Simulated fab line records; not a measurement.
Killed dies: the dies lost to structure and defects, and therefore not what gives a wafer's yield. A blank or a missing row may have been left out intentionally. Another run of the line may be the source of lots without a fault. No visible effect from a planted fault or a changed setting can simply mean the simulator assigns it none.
What tool caused it? / flow berkeley cmos170 / at 1 step of a route of 331, 14 lots with 42 wafers sampled

== WHAT THE GAUGES SHOWED, per wafer ==
The record lacks any reading of a measuring or inspecting step that a usual standard deviation could be used to judge.

== WHAT TOOL EACH LOT RAN ON (gives the tool, then ch and the chambers of the sampled wafers, and finally the start) ==
lot=L883; UCB170_PLDD_DEVELOP_05=litho track-03 ch 0, day 7 06:00
lot=L884; UCB170_PLDD_DEVELOP_05=litho track-02 ch 0, day 7 14:00
lot=L887; UCB170_PLDD_DEVELOP_05=litho track-02, day 7 21:00
lot=L891; UCB170_PLDD_DEVELOP_05=litho track-04, day 8 17:00
lot=L896; UCB170_PLDD_DEVELOP_05=litho track-04 ch 0, day 10 00:00
lot=L897; UCB170_PLDD_DEVELOP_05=litho track-02 ch 0, day 10 00:00
lot=L899; UCB170_PLDD_DEVELOP_05=litho track-02 ch 0, day 10 14:00
lot=L898; UCB170_PLDD_DEVELOP_05=litho track-04 ch 0, day 10 15:00
lot=L900; UCB170_PLDD_DEVELOP_05=litho track-03 ch 0, day 11 09:00
lot=L903; UCB170_PLDD_DEVELOP_05=litho track-04 ch 0, day 11 17:00
lot=L901; UCB170_PLDD_DEVELOP_05=litho track-03 ch 0, day 11 18:00
lot=L902; UCB170_PLDD_DEVELOP_05=litho track-02 ch 0, day 11 18:00
lot=L904; UCB170_PLDD_DEVELOP_05=litho track-03 ch 0, day 11 18:00
lot=L906; UCB170_PLDD_DEVELOP_05=litho track-03 ch 0, day 12 06:00
- UCB170_PLDD_DEVELOP_05: develop time 45 s.

== WHAT THE TOOLS THEMSELVES READ (means of the sampled wafers that have a number; where no wafer has one, the mark that the record gives instead) ==
UCB170_PLDD_DEVELOP_05. Usual: chill plate temp C reads 23.01 C (standard deviation 0.11).
lot=L883; tool=litho track-03; chill plate temp C (C)=23.00; flag=
lot=L884; tool=litho track-02; chill plate temp C (C)=22.98; flag=
lot=L887; tool=litho track-02; chill plate temp C (C)=-; flag=OFF
lot=L891; tool=litho track-04; chill plate temp C (C)=-; flag=OFF
lot=L896; tool=litho track-04; chill plate temp C (C)=22.98; flag=
lot=L897; tool=litho track-02; chill plate temp C (C)=23.22; flag=
lot=L899; tool=litho track-02; chill plate temp C (C)=23.12; flag=
lot=L898; tool=litho track-04; chill plate temp C (C)=22.97; flag=
lot=L900; tool=litho track-03; chill plate temp C (C)=22.99; flag=
lot=L903; tool=litho track-04; chill plate temp C (C)=22.93; flag=
lot=L901; tool=litho track-03; chill plate temp C (C)=22.97; flag=
lot=L902; tool=litho track-02; chill plate temp C (C)=23.11; flag=
lot=L904; tool=litho track-03; chill plate temp C (C)=22.99; flag=
lot=L906; tool=litho track-03; chill plate temp C (C)=23.01; flag=

== THE ANSWER, worked out from the rows above alone ==
Rule: a lot is off if the mean of its wafers that have a number lies more than 3 standard deviations from the usual mean. Also off: a lot with no number at a reading for which 4 or more lots have one. The other lots that the step has rows for count as sound. Order of review: gauges by route order, followed by the tools' own readings, for which a lot's mean as printed above is used. The first step at which some lot is off is used, and at that step the reading that is off furthest; a lot without a number counts as furthest.
Off at UCB170_PLDD_DEVELOP_05 (chill plate temp C): L887, L891. Without a number there: L887, L891.
If a tool, at that step or one of the process steps before it, ran each lot that is off and ran no sound lot following the first of them, it fits. Not one of the candidates tried fits.

== WHAT HAD BEEN PUT IN BY THE SIMULATOR ==
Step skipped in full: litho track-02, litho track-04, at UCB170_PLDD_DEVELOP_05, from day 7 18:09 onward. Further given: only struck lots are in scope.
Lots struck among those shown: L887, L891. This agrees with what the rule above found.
